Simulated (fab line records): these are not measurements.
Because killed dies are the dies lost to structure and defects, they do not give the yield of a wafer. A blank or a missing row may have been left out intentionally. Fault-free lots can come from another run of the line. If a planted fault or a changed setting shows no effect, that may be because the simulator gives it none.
fab line records	flow berkeley_cmos170
record lots=5	wafers=23
route steps=331 shown ZERO@7 NWELL@15 PWELL@36 PFIELD@80 PVT@116 PLDD@146 NSD@188
start_h: hours from the record's opening day to when the first of the lot's shown wafers began	wait_h: time in hours since the lot's previous step	" the same as in the row above	L1.1+2: several wafers, shown together as one row	- value missing, or start not given	* or withheld: withheld	< > ~ a bound
route shown NAME@n: names a module that has steps shown in the file, with the first one's number in the route	usual: mean/standard deviation of fault-free wafers	same: alike in all rows	chamber/n: place in a boat	sites: each site's reading	_std_site: standard deviation of those values	_edge_site: mean of outer sites minus mean of inner sites	radius_mm: how far each site lies from the wafer's centre	mask NAME#n: copy n	behind: the last tool/chamber to shape the wafer	hold: what put the lot on hold/how long, in hours/how the hold closed	device: whichever transistor did not switch (one of n, p or np)	end of line: tests run on the same wafers once the route is complete	a step with no rows: only its recipe	killed: not the wafer's yield, but the dies lost to structure and defects at the first sort	map: the dies of a wafer, with x for killed, . for not killed, _ for no die there
set.NAME: setting as actually run; set.NAME@STEP: the setting as run at that earlier step	model.NAME: the simulator's own value behind a step, which no gauge read
lots whose settings were changed on purpose; a table a step, a row a wafer
## steps
# step UCB170_ZERO_COAT_01
# recipe resist=KrF	spin_rpm=1500	resist_thk_nm=900
lot.wafer	tool	chamber	start_h	wait_h	set.resist_thk_nm	model.KrF_of_ZERO_COAT_01.thk_nm
L076.1	litho_track-03	0	26.54	0.1	900	906.6
L076.2	"	0	"	"	900	902.4
L076.3	"	0	"	"	900	905.1
L076.4	"	0	"	"	900	903.7
L076.6	"	0	"	"	900	904.7
L077.1	litho_track-02	0	39.92	0.1	900	898.7
L077.2	"	0	"	"	900	895.6
L077.3	"	0	"	"	900	900
L077.4	"	0	"	"	900	899.9
L077.6	"	0	"	"	900	899.5
L081.4	litho_track-02	0	56.43	0.1	900	896.8
L081.5	"	0	"	"	900	896.4
L081.6	"	0	"	"	900	898.2
L084.1	litho_track-01	0	71.58	0.1	900	894.6
L084.2	"	0	"	"	864.7	856.8
L084.3	"	0	"	"	900	893.9
L084.5	"	0	"	"	900	896
L084.6	"	0	"	"	864.7	857.5
L085.1	litho_track-03	0	77.50	0.1	900	903.7
L085.2	"	0	"	"	852	856
L085.4	"	0	"	"	852	855
L085.5	"	0	"	"	900	904.8
L085.6	"	0	"	"	900	903.1
# step UCB170_ZERO_SOFTBAKE_02
# recipe resist=KrF	temp_c=130	time_s=60
# step UCB170_ZERO_EXPOSE_03
# recipe mask_id=PM_MARKS	na=0.5	sigma_outer=0.6	source_shape=conventional	target_cd_nm=4000	dose_mj=30
# step UCB170_ZERO_DEVELOP_05
# recipe developer=TMAH	develop_time_s=45	resist=KrF	dev_temp_c=21
# step UCB170_ZERO_ETCH_06
# recipe chemistry=CHF3/CF4/Ar	target=SiO2	time_s=12	pressure_mtorr=100	rf_w=500	CHF3_flow_sccm=50	cf4_flow_sccm=10	Ar_flow_sccm=120	over_etch_frac=1.58
# step UCB170_ZERO_STRIP_07
# recipe chemistry=O2	power_w=400	pressure_mtorr=3500	platen_temp_c=withheld	o2_flow_sccm=406.5	overash_fraction=0.5
# usual strip_time_to_endpoint_s=21.42/0.088
lot.wafer	tool	chamber	start_h	wait_h	set.resist_thk_nm@ZERO_COAT_01	strip_time_to_endpoint_s
L076.1	plasma_asher-04	0	27.90	0.0	900	21.60
L076.2	"	1	"	"	900	21.50
L076.3	"	0	"	"	900	21.55
L076.4	"	1	"	"	900	21.52
L076.6	"	0	"	"	900	21.54
L077.1	plasma_asher-01	1	41.42	0.0	900	21.39
L077.2	"	0	"	"	900	21.34
L077.3	"	0	"	"	900	21.45
L077.4	"	1	"	"	900	21.42
L077.6	"	1	"	"	900	21.41
L081.4	plasma_asher-03	1	57.32	0.0	900	21.37
L081.5	"	1	"	"	900	21.35
L081.6	"	0	"	"	900	21.39
L084.1	plasma_asher-04	0	72.42	0.0	900	21.31
L084.2	"	1	"	"	864.7	20.42
L084.3	"	1	"	"	900	21.28
L084.5	"	0	"	"	900	21.33
L084.6	"	1	"	"	864.7	20.42
L085.1	plasma_asher-04	1	78.34	0.0	900	21.51
L085.2	"	0	"	"	852	20.38
L085.4	"	1	"	"	852	20.36
L085.5	"	0	"	"	900	21.53
L085.6	"	1	"	"	900	21.51
# step UCB170_NWELL_OXIDATION_01
# recipe temp_c=1000	ambient=O2	target_thk_a=264	ox_time_s=1260
lot.wafer	tool	chamber	start_h	wait_h	set.temp_c	model.SiO2_of_NWELL_OXIDATION_01.thk_nm
L076.1	-	-	-	4.8	1027	34.58
L076.2	"	-	"	"	1027	34.36
L076.3	"	-	"	"	1027	34.49
L076.4	"	-	"	"	1027	34.56
L076.6	"	-	"	"	1027	34.61
L077.1	-	-	-	3.0	1012	28.94
L077.2	"	-	"	"	1012	29.21
L077.3	"	-	"	"	1012	29.16
L077.4	"	-	"	"	1012	29.1
L077.6	"	-	"	"	1012	29.14
L081.4	furnace-02	0	60.90	1.5	1000	26.38
L081.5	"	0	"	"	1000	25.94
L081.6	"	0	"	"	1000	26
L084.1	-	-	-	5.5	1023	31.67
L084.2	"	-	"	"	1023	31.31
L084.3	"	-	"	"	1023	31.17
L084.5	"	-	"	"	1023	31.33
L084.6	"	-	"	"	1023	31.57
L085.1	-	-	-	2.6	1013	29.5
L085.2	"	-	"	"	1013	29.14
L085.4	"	-	"	"	1013	29.17
L085.5	"	-	"	"	1013	29.76
L085.6	"	-	"	"	1013	28.71
# step UCB170_NWELL_THK_MEAS_02
# recipe reads=SiO2_of_NWELL_OXIDATION_01
# usual NWELL_OXIDE_THK=26.2/0.65
lot.wafer	tool	chamber	start_h	wait_h	set.temp_c@NWELL_OXIDATION_01	NWELL_OXIDE_THK[nm]
L076.1	film_metro-03	-	-	-	1027	34.6
L076.2	"	-	"	"	1027	34.3
L076.3	"	-	"	"	1027	34.5
L076.4	"	-	"	"	1027	34.6
L076.6	"	-	"	"	1027	34.6
L077.1	film_metro-01	-	-	-	1012	28.9
L077.2	"	-	"	"	1012	29.2
L077.3	"	-	"	"	1012	29.2
L077.4	"	-	"	"	1012	29.1
L077.6	"	-	"	"	1012	29.1
L081.4	film_metro-03	-	62.34	0.1	1000	26.4
L081.5	"	-	"	"	1000	25.9
L081.6	"	-	"	"	1000	26.0
L084.1	film_metro-03	-	-	-	1023	31.6
L084.2	"	-	"	"	1023	31.3
L084.3	"	-	"	"	1023	31.2
L084.5	"	-	"	"	1023	31.4
L084.6	"	-	"	"	1023	31.6
L085.1	film_metro-03	-	-	-	1013	29.5
L085.2	"	-	"	"	1013	29.1
L085.4	"	-	"	"	1013	29.2
L085.5	"	-	"	"	1013	29.7
L085.6	"	-	"	"	1013	28.8
# step UCB170_PWELL_OXIDATION_02
# recipe temp_c=1000	ambient=O2	target_thk_a=264	ox_time_s=1260
lot.wafer	tool	chamber	start_h	wait_h	set.temp_c	model.SiO2_of_PWELL_OXIDATION_02.thk_nm
L076.1	-	-	-	3.6	991.3	23.78
L076.2	"	-	"	"	991.3	23.99
L076.3	"	-	"	"	991.3	23.67
L076.4	"	-	"	"	991.3	24.01
L076.6	"	-	"	"	991.3	24.07
L077.1	-	-	-	3.5	1026	33.2
L077.2	"	-	"	"	1026	32.45
L077.3	"	-	"	"	1026	32.89
L077.4	"	-	"	"	1026	33.22
L077.6	"	-	"	"	1026	32.87
L081.4	furnace-02	0	81.45	2.0	1000	26.18
L081.5	"	0	"	"	1000	26.1
L081.6	"	0	"	"	1000	26.17
L084.1	-	-	-	4.5	975.7	21.2
L084.2	"	-	"	"	975.7	20.83
L084.3	"	-	"	"	975.7	21.07
L084.5	"	-	"	"	975.7	21.34
L084.6	"	-	"	"	975.7	21.04
L085.1	-	-	-	4.3	1010	30.04
L085.2	"	-	"	"	1010	29.75
L085.4	"	-	"	"	1010	29.51
L085.5	"	-	"	"	1010	30.05
L085.6	"	-	"	"	1010	29.8
# step UCB170_PWELL_THK_MEAS_03
# recipe reads=SiO2_of_PWELL_OXIDATION_02
# usual PWELL_OXIDE_THK=26.2/0.51
lot.wafer	tool	chamber	start_h	wait_h	set.temp_c@PWELL_OXIDATION_02	PWELL_OXIDE_THK[nm]
L076.1	film_metro-04	-	-	-	991.3	23.8
L076.2	"	-	"	"	991.3	24.0
L076.3	"	-	"	"	991.3	23.7
L076.4	"	-	"	"	991.3	24.0
L076.6	"	-	"	"	991.3	24.1
L077.1	film_metro-01	-	-	-	1026	33.2
L077.2	"	-	"	"	1026	32.5
L077.3	"	-	"	"	1026	32.9
L077.4	"	-	"	"	1026	33.2
L077.6	"	-	"	"	1026	32.9
L081.4	film_metro-01	-	82.83	0.0	1000	26.2
L081.5	"	-	"	"	1000	26.1
L081.6	"	-	"	"	1000	26.2
L084.1	film_metro-04	-	-	-	975.7	21.2
L084.2	"	-	"	"	975.7	20.8
L084.3	"	-	"	"	975.7	21.1
L084.5	"	-	"	"	975.7	21.4
L084.6	"	-	"	"	975.7	21.1
L085.1	film_metro-03	-	-	-	1010	30.0
L085.2	"	-	"	"	1010	29.7
L085.4	"	-	"	"	1010	29.5
L085.5	"	-	"	"	1010	30.1
L085.6	"	-	"	"	1010	29.8
# step UCB170_PWELL_IMPLANT_15
# recipe species=B	dose_cm2=5e+12	energy_kev=60	tilt_deg=7
lot.wafer	tool	chamber	start_h	wait_h	set.energy_kev	model.implant.rp_nm	model.implant.drp_nm
L076.1+4+6	implanter-01	0	63.20	0.1	63.47	202.7	66.63
L076.2+3	"	0	"	"	60	188.3	64.7
L077.1+4+6	implanter-01	0	75.05	0.1	61.62	198.6	65.61
L077.2+3	"	0	"	"	60	192.7	64.7
L081.4+5+6	implanter-02	0	92.84	0.1	60	203.1	64.7
L085.1+4+6	implanter-01	0	111.63	0.1	60	190.5	64.7
L085.2+5	"	0	"	"	56.73	181	62.79
L084.1+6	implanter-03	0	111.90	0.1	61.72	195.8	65.67
L084.2+3+5	"	0	"	"	60	189.6	64.7
# step UCB170_PFIELD_COAT_01
# recipe resist=KrF	spin_rpm=1500	resist_thk_nm=900
lot.wafer	tool	chamber	start_h	wait_h	set.spin_rpm	model.KrF_of_PFIELD_COAT_01.thk_nm
L076.1	litho_track-03	0	100.60	0.1	1500	900.6
L076.2	"	0	"	"	1500	900.2
L076.3	"	0	"	"	1500	903.7
L076.4	"	0	"	"	1500	900.5
L076.6	"	0	"	"	1500	899.8
L077.1	litho_track-02	0	116.66	0.1	1500	903.7
L077.2	"	0	"	"	1500	901.4
L077.3	"	0	"	"	1557	880.8
L077.4	"	0	"	"	1500	899.8
L077.6	"	0	"	"	1557	884.9
L081.4	litho_track-02	0	131.01	0.1	1500	904.4
L081.5	"	0	"	"	1500	902.6
L081.6	"	0	"	"	1500	901.8
L085.1	litho_track-02	0	142.00	0.1	1500	903.1
L085.2	"	0	"	"	1500	898.6
L085.4	"	0	"	"	1500	902.1
L085.5	"	0	"	"	1442	918.4
L085.6	"	0	"	"	1442	918.1
L084.1	litho_track-02	0	154.88	0.1	1500	900.8
L084.2	"	0	"	"	1612	871.3
L084.3	"	0	"	"	1612	872
L084.5	"	0	"	"	1500	904.7
L084.6	"	0	"	"	1612	869.1
# step UCB170_PFIELD_SOFTBAKE_02
# recipe resist=KrF	temp_c=130	time_s=60
# step UCB170_PFIELD_EXPOSE_03
# recipe mask_id=PFIELD	na=0.5	sigma_outer=0.6	source_shape=conventional	target_cd_nm=1500	dose_mj=30
# step UCB170_PFIELD_IMPLANT_07
# recipe species=B	dose_cm2=2e+13	energy_kev=80	tilt_deg=7
# step UCB170_PFIELD_STRIP_08
# recipe chemistry=O2	power_w=400	pressure_mtorr=3500	platen_temp_c=withheld	o2_flow_sccm=400	overash_fraction=0.5
# usual strip_time_to_endpoint_s=21.63/0.056
lot.wafer	tool	chamber	start_h	wait_h	set.spin_rpm@PFIELD_COAT_01	strip_time_to_endpoint_s
L076.1	plasma_asher-01	1	101.96	0.1	1500	21.63
L076.2	"	0	"	"	1500	21.65
L076.3	"	1	"	"	1500	21.71
L076.4	"	0	"	"	1500	21.63
L076.6	"	0	"	"	1500	21.61
L077.1	plasma_asher-03	0	117.88	0.1	1500	21.71
L077.2	"	1	"	"	1500	21.65
L077.3	"	0	"	"	1557	21.17
L077.4	"	1	"	"	1500	21.63
L077.6	"	0	"	"	1557	21.26
L081.4	plasma_asher-01	1	131.98	0.1	1500	21.72
L081.5	"	0	"	"	1500	21.69
L081.6	"	1	"	"	1500	21.67
L085.1	plasma_asher-01	1	143.30	0.1	1500	21.70
L085.2	"	0	"	"	1500	21.61
L085.4	"	1	"	"	1500	21.69
L085.5	"	0	"	"	1442	22.07
L085.6	"	1	"	"	1442	22.08
L084.1	plasma_asher-04	0	155.94	0.1	1500	21.65
L084.2	"	1	"	"	1612	20.95
L084.3	"	0	"	"	1612	20.95
L084.5	"	0	"	"	1500	21.74
L084.6	"	1	"	"	1612	20.88
# step UCB170_PVT_COAT_01
# recipe resist=KrF	spin_rpm=1500	resist_thk_nm=900
lot.wafer	tool	chamber	start_h	wait_h	set.resist_thk_nm	model.KrF_of_PVT_COAT_01.thk_nm
L076.1	litho_track-01	0	138.52	0.1	943.8	940.7
L076.2	"	0	"	"	943.8	941.4
L076.3	"	0	"	"	943.8	941.8
L076.4	"	0	"	"	900	894.7
L076.6	"	0	"	"	900	900.4
L077.1	litho_track-01	0	150.42	0.1	900	897.4
L077.2	"	0	"	"	900	902.4
L077.3	"	0	"	"	867.2	865.2
L077.4	"	0	"	"	867.2	866.8
L077.6	"	0	"	"	867.2	867.6
L081.4	litho_track-02	0	166.78	0.1	900	901.3
L081.5	"	0	"	"	900	903.1
L081.6	"	0	"	"	900	901.5
L085.1	litho_track-04	0	178.67	0.1	900	903.4
L085.2	"	0	"	"	900	903.8
L085.4	"	0	"	"	900	903.7
L085.5	"	0	"	"	900	902
L085.6	"	0	"	"	900	900
L084.1	litho_track-02	0	188.08	0.1	900	902.1
L084.2	"	0	"	"	900	902
L084.3	"	0	"	"	935.3	935.7
L084.5	"	0	"	"	935.3	940
L084.6	"	0	"	"	900	904.1
# step UCB170_PVT_SOFTBAKE_02
# recipe resist=KrF	temp_c=130	time_s=60
# step UCB170_PVT_EXPOSE_03
# recipe mask_id=NWELL	target_cd_nm=3000	na=0.5	sigma_outer=0.6	source_shape=conventional	dose_mj=30
# step UCB170_PVT_IMPLANT_07
# recipe species=P	dose_cm2=2e+12	energy_kev=29.64	tilt_deg=7
# step UCB170_PVT_STRIP_08
# recipe chemistry=O2	power_w=400	pressure_mtorr=3500	platen_temp_c=withheld	o2_flow_sccm=400	overash_fraction=0.5
# usual strip_time_to_endpoint_s=21.65/0.061
lot.wafer	tool	chamber	start_h	wait_h	set.resist_thk_nm@PVT_COAT_01	strip_time_to_endpoint_s
L076.1	plasma_asher-02	1	139.52	0.1	943.8	22.61
L076.2	"	0	"	"	943.8	22.61
L076.3	"	0	"	"	943.8	22.61
L076.4	"	1	"	"	900	21.49
L076.6	"	0	"	"	900	21.65
L077.1	plasma_asher-03	0	151.63	0.1	900	21.55
L077.2	"	1	"	"	900	21.67
L077.3	"	0	"	"	867.2	20.78
L077.4	"	1	"	"	867.2	20.83
L077.6	"	0	"	"	867.2	20.87
L081.4	plasma_asher-01	1	168.23	0.1	900	21.66
L081.5	"	1	"	"	900	21.69
L081.6	"	0	"	"	900	21.66
L085.1	plasma_asher-02	1	180.05	0.1	900	21.69
L085.2	"	0	"	"	900	21.74
L085.4	"	1	"	"	900	21.72
L085.5	"	0	"	"	900	21.67
L085.6	"	1	"	"	900	21.63
L084.1	plasma_asher-01	0	188.96	0.1	900	21.68
L084.2	"	1	"	"	900	21.67
L084.3	"	1	"	"	935.3	22.49
L084.5	"	1	"	"	935.3	22.59
L084.6	"	0	"	"	900	21.74
# step UCB170_PLDD_COAT_01
# recipe resist=KrF	spin_rpm=1500	resist_thk_nm=900
lot.wafer	tool	chamber	start_h	wait_h	set.spin_rpm	model.KrF_of_PLDD_COAT_01.thk_nm
L076.1	litho_track-01	0	155.59	0.1	1500	897.6
L076.2	"	0	"	"	1500	898.4
L076.3	"	0	"	"	1592	874
L076.4	"	0	"	"	1592	872.2
L076.6	"	0	"	"	1500	897.7
L077.1	litho_track-01	0	168.88	0.1	1547	882.2
L077.2	"	0	"	"	1547	883.8
L077.3	"	0	"	"	1547	882.5
L077.4	"	0	"	"	1500	893.5
L077.6	"	0	"	"	1500	895.9
L081.4	litho_track-02	0	184.66	0.1	1500	898.2
L081.5	"	0	"	"	1500	899.5
L081.6	"	0	"	"	1500	903.1
L085.1	litho_track-01	0	194.88	0.1	1500	899.7
L085.2	"	0	"	"	1394	932.7
L085.4	"	0	"	"	1500	899.8
L085.5	"	0	"	"	1500	901.7
L085.6	"	0	"	"	1394	933.7
L084.1	litho_track-03	0	205.50	0.1	1500	897.7
L084.2	"	0	"	"	1500	899.3
L084.3	"	0	"	"	1500	899.6
L084.5	"	0	"	"	1500	900.8
L084.6	"	0	"	"	1500	901
# step UCB170_PLDD_SOFTBAKE_02
# recipe resist=KrF	temp_c=130	time_s=60
# step UCB170_PLDD_EXPOSE_03
# recipe mask_id=PSELECT	na=0.5	sigma_outer=0.6	source_shape=conventional	target_cd_nm=1200	dose_mj=30
# step UCB170_PLDD_IMPLANT_08
# recipe species=BF2	dose_cm2=5e+13	energy_kev=10	tilt_deg=7	rotation_deg=0
# step UCB170_PLDD_IMPLANT_09
# recipe species=BF2	dose_cm2=5e+13	energy_kev=10	tilt_deg=7	rotation_deg=180
# step UCB170_PLDD_STRIP_10
# recipe chemistry=O2	power_w=400	pressure_mtorr=3500	platen_temp_c=withheld	o2_flow_sccm=400	overash_fraction=0.5
# usual strip_time_to_endpoint_s=21.62/0.063
lot.wafer	tool	chamber	start_h	wait_h	set.spin_rpm@PLDD_COAT_01	strip_time_to_endpoint_s
L076.1	plasma_asher-04	0	157.19	0.1	1500	21.57
L076.2	"	1	"	"	1500	21.59
L076.3	"	0	"	"	1592	21.02
L076.4	"	1	"	"	1592	20.97
L076.6	"	1	"	"	1500	21.56
L077.1	plasma_asher-01	1	170.18	0.1	1547	21.20
L077.2	"	0	"	"	1547	21.25
L077.3	"	0	"	"	1547	21.20
L077.4	"	1	"	"	1500	21.47
L077.6	"	0	"	"	1500	21.51
L081.4	plasma_asher-04	1	185.89	0.1	1500	21.58
L081.5	"	1	"	"	1500	21.62
L081.6	"	0	"	"	1500	21.72
L085.1	plasma_asher-03	0	196.03	0.1	1500	21.62
L085.2	"	1	"	"	1394	22.40
L085.4	"	1	"	"	1500	21.61
L085.5	"	0	"	"	1500	21.67
L085.6	"	1	"	"	1394	22.42
L084.1	plasma_asher-03	0	206.75	0.1	1500	21.57
L084.2	"	1	"	"	1500	21.61
L084.3	"	1	"	"	1500	21.62
L084.5	"	0	"	"	1500	21.62
L084.6	"	1	"	"	1500	21.64
# step UCB170_NSD_COAT_01
# recipe resist=KrF	spin_rpm=1500	resist_thk_nm=900
lot.wafer	tool	chamber	start_h	wait_h	set.resist_thk_nm	model.KrF_of_NSD_COAT_01.thk_nm
L076.1	litho_track-03	0	167.20	0.1	900	904.5
L076.2	"	0	"	"	900	901.1
L076.3	"	0	"	"	860	862
L076.4	"	0	"	"	860	863.2
L076.6	"	0	"	"	860	866
L077.1	litho_track-02	0	181.32	0.1	900	900.9
L077.2	"	0	"	"	938	938.2
L077.3	"	0	"	"	938	935.8
L077.4	"	0	"	"	938	937.7
L077.6	"	0	"	"	900	901
L081.4	litho_track-04	0	198.77	0.1	900	900.3
L081.5	"	0	"	"	900	903.6
L081.6	"	0	"	"	900	902.1
L085.1	litho_track-02	0	208.67	0.1	900	900
L085.2	"	0	"	"	900	899.4
L085.4	"	0	"	"	900	899.8
L085.5	"	0	"	"	900	902.7
L085.6	"	0	"	"	900	899.6
L084.1	litho_track-02	0	218.57	0.1	900	904.5
L084.2	"	0	"	"	900	900.7
L084.3	"	0	"	"	900	901.8
L084.5	"	0	"	"	900	902.9
L084.6	"	0	"	"	900	901.9
## key
split step=UCB170_ZERO_COAT_01	setting=resist_thk_nm	stated=900	by=wafer
response step=UCB170_ZERO_COAT_01	reading=model.KrF_of_ZERO_COAT_01.thk_nm	change=+9.26	per=1%	r=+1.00
response step=UCB170_ZERO_STRIP_07	reading=strip_time_to_endpoint_s	change=*	per=1%	r=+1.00
split step=UCB170_NWELL_OXIDATION_01	setting=temp_c	stated=1000	by=lot
response step=UCB170_NWELL_OXIDATION_01	reading=model.SiO2_of_NWELL_OXIDATION_01.thk_nm	change=+2.93	per=1%	r=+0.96
response step=UCB170_NWELL_THK_MEAS_02	reading=NWELL_OXIDE_THK	change=+2.94	per=1%	r=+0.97
split step=UCB170_PWELL_OXIDATION_02	setting=temp_c	stated=1000	by=lot
response step=UCB170_PWELL_OXIDATION_02	reading=model.SiO2_of_PWELL_OXIDATION_02.thk_nm	change=+2.45	per=1%	r=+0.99
response step=UCB170_PWELL_THK_MEAS_03	reading=PWELL_OXIDE_THK	change=+2.45	per=1%	r=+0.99
split step=UCB170_PWELL_IMPLANT_15	setting=energy_kev	stated=60	by=wafer
response step=UCB170_PWELL_IMPLANT_15	reading=model.implant.rp_nm	change=+2.15	per=1%	r=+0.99
response step=UCB170_PWELL_IMPLANT_15	reading=model.implant.drp_nm	change=+0.341	per=1%	r=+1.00
split step=UCB170_PFIELD_COAT_01	setting=spin_rpm	stated=1500	by=wafer
response step=UCB170_PFIELD_COAT_01	reading=model.KrF_of_PFIELD_COAT_01.thk_nm	change=-4.41	per=1%	r=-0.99
response step=UCB170_PFIELD_STRIP_08	reading=strip_time_to_endpoint_s	change=*	per=1%	r=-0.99
split step=UCB170_PVT_COAT_01	setting=resist_thk_nm	stated=900	by=wafer
response step=UCB170_PVT_COAT_01	reading=model.KrF_of_PVT_COAT_01.thk_nm	change=+9.02	per=1%	r=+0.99
response step=UCB170_PVT_STRIP_08	reading=strip_time_to_endpoint_s	change=*	per=1%	r=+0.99
split step=UCB170_PLDD_COAT_01	setting=spin_rpm	stated=1500	by=wafer
response step=UCB170_PLDD_COAT_01	reading=model.KrF_of_PLDD_COAT_01.thk_nm	change=-4.32	per=1%	r=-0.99
response step=UCB170_PLDD_STRIP_10	reading=strip_time_to_endpoint_s	change=*	per=1%	r=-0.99
split step=UCB170_NSD_COAT_01	setting=resist_thk_nm	stated=900	by=wafer
response step=UCB170_NSD_COAT_01	reading=model.KrF_of_NSD_COAT_01.thk_nm	change=+8.69	per=1%	r=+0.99
